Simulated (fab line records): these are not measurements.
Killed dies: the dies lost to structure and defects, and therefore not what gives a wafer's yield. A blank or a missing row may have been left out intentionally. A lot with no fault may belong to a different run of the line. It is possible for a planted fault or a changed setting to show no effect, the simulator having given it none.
A sampling plan put to the test ; flow ritCmos ; one fab line, 28 faults that these records tell of, each judged on the records of the lots that it struck
The plan is the line's own looks: the steps of the route at which a gauge or an inspection reads the wafer and doesn't change it. A look is open to judgement when struck wafers have a number at it and the file gives its usual mean and standard deviation on fault-free wafers. Caught: a look later than the fault's first step finds the struck wafers' mean 4 or more of those standard deviations (sigma) from the usual mean. On the tool: here the same test is run on the tool's own readings at the fault's steps. A different recipe on the struck wafers counts as caught too, as does a record blank only for those wafers.

THE FAULTS, as the simulator had put them in
1. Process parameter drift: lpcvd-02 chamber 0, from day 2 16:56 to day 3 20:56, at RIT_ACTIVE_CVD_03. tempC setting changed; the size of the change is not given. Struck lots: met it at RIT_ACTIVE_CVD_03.
2. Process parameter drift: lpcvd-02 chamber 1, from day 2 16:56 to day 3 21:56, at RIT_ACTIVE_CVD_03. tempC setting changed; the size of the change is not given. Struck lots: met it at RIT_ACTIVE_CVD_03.
3. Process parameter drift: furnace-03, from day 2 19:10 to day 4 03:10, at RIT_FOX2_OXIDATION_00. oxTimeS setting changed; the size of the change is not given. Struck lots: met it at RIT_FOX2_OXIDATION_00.
4. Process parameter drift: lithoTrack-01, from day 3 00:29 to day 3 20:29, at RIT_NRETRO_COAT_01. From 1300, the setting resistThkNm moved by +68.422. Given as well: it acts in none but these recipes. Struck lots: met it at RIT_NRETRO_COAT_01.
5. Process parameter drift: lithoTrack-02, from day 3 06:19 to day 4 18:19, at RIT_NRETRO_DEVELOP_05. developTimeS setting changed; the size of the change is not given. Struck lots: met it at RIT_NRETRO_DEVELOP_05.
6. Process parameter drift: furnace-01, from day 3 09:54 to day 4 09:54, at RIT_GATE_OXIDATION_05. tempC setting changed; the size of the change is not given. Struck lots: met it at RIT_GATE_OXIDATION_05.
7. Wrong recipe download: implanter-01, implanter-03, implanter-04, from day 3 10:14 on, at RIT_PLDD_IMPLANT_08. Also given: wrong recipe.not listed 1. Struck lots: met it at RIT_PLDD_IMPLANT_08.
8. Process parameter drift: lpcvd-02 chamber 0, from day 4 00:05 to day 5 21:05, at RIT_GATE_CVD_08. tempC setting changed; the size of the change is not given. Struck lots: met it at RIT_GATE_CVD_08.
9. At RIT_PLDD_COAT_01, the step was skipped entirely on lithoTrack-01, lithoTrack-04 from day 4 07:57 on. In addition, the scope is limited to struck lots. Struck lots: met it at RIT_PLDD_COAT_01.
10. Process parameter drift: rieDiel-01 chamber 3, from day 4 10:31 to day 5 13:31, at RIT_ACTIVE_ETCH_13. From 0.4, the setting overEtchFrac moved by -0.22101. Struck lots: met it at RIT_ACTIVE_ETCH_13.
11. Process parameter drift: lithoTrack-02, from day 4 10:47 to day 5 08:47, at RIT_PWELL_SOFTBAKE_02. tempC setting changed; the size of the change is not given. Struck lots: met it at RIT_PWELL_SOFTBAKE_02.
12. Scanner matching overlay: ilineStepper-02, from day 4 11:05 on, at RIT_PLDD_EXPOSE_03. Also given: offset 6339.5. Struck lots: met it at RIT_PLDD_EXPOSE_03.
13. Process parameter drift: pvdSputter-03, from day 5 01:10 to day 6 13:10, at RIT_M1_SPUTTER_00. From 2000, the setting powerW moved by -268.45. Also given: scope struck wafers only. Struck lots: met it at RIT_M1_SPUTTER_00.
14. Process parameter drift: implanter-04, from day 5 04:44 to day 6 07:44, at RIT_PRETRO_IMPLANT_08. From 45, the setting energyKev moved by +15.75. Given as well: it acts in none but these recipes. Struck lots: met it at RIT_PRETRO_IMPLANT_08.
15. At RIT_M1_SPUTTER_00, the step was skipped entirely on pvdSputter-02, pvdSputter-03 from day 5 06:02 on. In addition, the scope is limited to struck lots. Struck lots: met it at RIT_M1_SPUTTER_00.
16. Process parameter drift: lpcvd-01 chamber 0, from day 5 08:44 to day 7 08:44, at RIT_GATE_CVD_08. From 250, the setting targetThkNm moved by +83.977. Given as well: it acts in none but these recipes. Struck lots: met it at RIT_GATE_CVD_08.
17. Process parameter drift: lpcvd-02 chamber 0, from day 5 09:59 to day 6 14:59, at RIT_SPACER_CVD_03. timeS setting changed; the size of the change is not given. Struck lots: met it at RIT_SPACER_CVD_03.
18. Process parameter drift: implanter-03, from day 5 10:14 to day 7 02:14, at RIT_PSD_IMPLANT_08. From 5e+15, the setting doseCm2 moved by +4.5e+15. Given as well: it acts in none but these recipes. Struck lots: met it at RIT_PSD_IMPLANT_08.
19. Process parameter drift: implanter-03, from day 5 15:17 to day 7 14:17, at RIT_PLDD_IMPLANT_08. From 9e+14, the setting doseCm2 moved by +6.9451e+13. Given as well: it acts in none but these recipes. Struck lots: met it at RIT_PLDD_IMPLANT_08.
20. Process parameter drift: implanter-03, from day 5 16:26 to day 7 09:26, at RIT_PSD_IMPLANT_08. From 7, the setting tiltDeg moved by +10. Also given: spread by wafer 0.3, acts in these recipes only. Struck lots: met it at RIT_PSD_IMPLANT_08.
21. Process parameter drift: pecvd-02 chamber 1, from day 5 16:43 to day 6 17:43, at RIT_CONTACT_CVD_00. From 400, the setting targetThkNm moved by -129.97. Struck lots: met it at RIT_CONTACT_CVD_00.
22. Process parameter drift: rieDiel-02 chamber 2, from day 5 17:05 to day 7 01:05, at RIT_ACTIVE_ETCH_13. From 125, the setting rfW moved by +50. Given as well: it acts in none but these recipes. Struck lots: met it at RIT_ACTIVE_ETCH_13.
23. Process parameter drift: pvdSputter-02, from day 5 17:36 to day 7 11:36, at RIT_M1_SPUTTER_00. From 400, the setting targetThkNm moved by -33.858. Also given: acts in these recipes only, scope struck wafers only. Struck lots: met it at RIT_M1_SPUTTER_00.
24. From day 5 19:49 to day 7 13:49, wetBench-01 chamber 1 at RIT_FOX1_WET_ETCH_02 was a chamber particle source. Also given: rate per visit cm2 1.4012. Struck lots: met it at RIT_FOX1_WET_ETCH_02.
25. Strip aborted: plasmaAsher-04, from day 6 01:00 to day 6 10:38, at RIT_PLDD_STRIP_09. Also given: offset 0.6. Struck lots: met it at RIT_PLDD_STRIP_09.
26. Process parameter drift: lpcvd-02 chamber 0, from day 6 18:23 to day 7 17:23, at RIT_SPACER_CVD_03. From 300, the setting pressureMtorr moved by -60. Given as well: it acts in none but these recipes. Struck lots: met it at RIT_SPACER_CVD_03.
27. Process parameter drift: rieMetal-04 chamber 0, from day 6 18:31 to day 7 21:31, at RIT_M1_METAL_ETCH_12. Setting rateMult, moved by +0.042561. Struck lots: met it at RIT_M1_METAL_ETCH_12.
28. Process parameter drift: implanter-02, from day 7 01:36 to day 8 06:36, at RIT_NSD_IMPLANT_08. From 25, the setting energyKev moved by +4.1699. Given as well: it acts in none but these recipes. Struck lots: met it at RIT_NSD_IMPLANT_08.

WHAT THE PLAN SAW
fault;on the tool itself;first look that catches it;reading, sigma;median hours from its first step to that look;hours from the fault's start to the first struck lot there;judged looks passed uncaught
1;susceptorTempC +99 or beyond sigma;RIT_ACTIVE_THK_MEAS_04;ACTIVE_NITRIDE_THK +85;1.4;13;0
2;spikeTcSourceC +9.1 sigma;RIT_ACTIVE_THK_MEAS_04;ACTIVE_NITRIDE_THK +31;2.1;5;0
3;under 2 sigma;RIT_FOX2_THK_MEAS_01;FOX2_OXIDE_THK +26;1.3;4;0
4;under 2 sigma;not the one look that can be judged after it;-;-;-;1
5;no reading that can be judged;RIT_NRETRO_TW_MEAS_10;NRETRO_TW -99 or beyond;1.3;10;0
6;tubeCenterTempC +99 or beyond sigma;RIT_GATE_THK_MEAS_07;GATE_OXIDE_THK +9.6;3.1;12;0
7;under 2 sigma;RIT_PLDD_TW_MEAS_10;PLDD_TW -68;0.3;2;0
8;spikeTcSourceC -8.0 sigma;RIT_GATE_THK_MEAS_09;GATE_POLY_THK -23;1.6;23;0
9;the tool's record is blank for the struck wafers;RIT_NSD_TW_MEAS_10;NSD_TW +13;5.6;8;0
10;oesProductAu +6.2 sigma;no look after it can be judged;-;-;-;0
11;heaterPowerTotalW +89 sigma;not the one look that can be judged after it;-;-;-;1
12;no reading that can be judged;none of the 2 looks that can be judged after it;-;-;-;2
13;cathodeDcPowerW -99 or beyond sigma;RIT_M1_RS_MEAS_01;M1_AL_RS +12;0.3;9;0
14;beamEnergyKeV +99 or beyond sigma;RIT_PRETRO_TW_MEAS_10;PRETRO_TW +6.1;0.3;3;0
15;the tool's record is blank for the struck wafers;not the one look that can be judged after it;strongest: M1_BOW at RIT_M1_BOW_MEAS_16, +2.8;-;-;1
16;no reading that can be judged;RIT_GATE_THK_MEAS_09;GATE_POLY_THK +38;1.6;5;0
17;under 2 sigma;RIT_SPACER_THK_MEAS_04;SPACER_NITRIDE_THK -44;1.9;8;0
18;doseIonsCm2 +99 or beyond sigma;RIT_PSD_TW_MEAS_10;PSD_TW +7.7;0.3;5;0
19;doseIonsCm2 +79 sigma;RIT_PLDD_TW_MEAS_10;PLDD_TW +4.8;0.3;13;0
20;under 2 sigma;no look after it can be judged;-;-;-;0
21;under 2 sigma;RIT_CONTACT_THK_MEAS_01;CONTACT_TEOS_THK -27;0.1;6;0
22;rfFwdPowerW +99 or beyond sigma;no look after it can be judged;-;-;-;0
23;under 2 sigma;RIT_M1_RS_MEAS_01;M1_AL_RS +8.5;0.3;5;0
24;no reading that can be judged;no look after it can be judged;-;-;-;0
25;runLengthS -99 or beyond sigma;no look after it can be judged;-;-;-;0
26;pressureMtorr -99 or beyond sigma;RIT_SPACER_THK_MEAS_04;SPACER_NITRIDE_THK -7.5;1.9;9;0
27;under 2 sigma;no look after it can be judged;-;-;-;0
28;beamEnergyKeV +99 or beyond sigma;RIT_NSD_TW_MEAS_10;NSD_TW +9.3;0.3;4;0
Dash: fault not caught, or number not given in these records.

Caught at a look: 18 of 28. Caught on the tool: 16 of 28. By one or the other: 23 of 28.
Caught on the tool alone: faults 10, 11, 15, 22, 25.
Caught at a look alone: faults 3, 5, 7, 16, 17, 21, 23.
Caught by neither: faults 4, 12, 20, 24, 27.

THINNER SAMPLING
In the worst case, this is how late the first struck lot would be measured if the look that catches a fault measured only every second or every third lot, by lot number:
fault;struck lots at that look, in order of time;every lot;every second lot;every third lot
1;L207;13 h;may miss it;may miss it
2;L559;5 h;may miss it;may miss it
3;L664, L666;4 h;may miss all 2;may miss all 2
5;L445, L446, L450;10 h;12 h;32 h
6;L367, L368;12 h;15 h;may miss all 2
7;L150, L151, L152;2 h;2 h;14 h
8;L644;23 h;may miss it;may miss it
9;L771, L772;8 h;13 h;may miss all 2
13;L145, L147;9 h;may miss all 2;may miss all 2
14;L895, L896;3 h;10 h;may miss all 2
16;L913, L914;5 h;11 h;may miss all 2
17;L403, L405, L407;8 h;may miss all 3;27 h
18;L775, L776;5 h;8 h;may miss all 2
19;L505, L506;13 h;17 h;may miss all 2
21;L712, L715;6 h;24 h;may miss all 2
23;L826, L830;5 h;may miss all 2;may miss all 2
26;L910;9 h;may miss it;may miss it
28;L698, L702;4 h;may miss all 2;may miss all 2
Hours are from the fault's start to the first struck lot that is measured. The test against the limit of 4 sigma pooled every struck wafer, which means one lot taken alone may stay below that limit. Other struck lots may not be in these records.

THE LONGEST TIMED WAY FROM STEP TO LOOK
Fault 9: the median time between RIT_PLDD_COAT_01 and RIT_NSD_TW_MEAS_10 is 5.6 hours. No look between them can be judged.
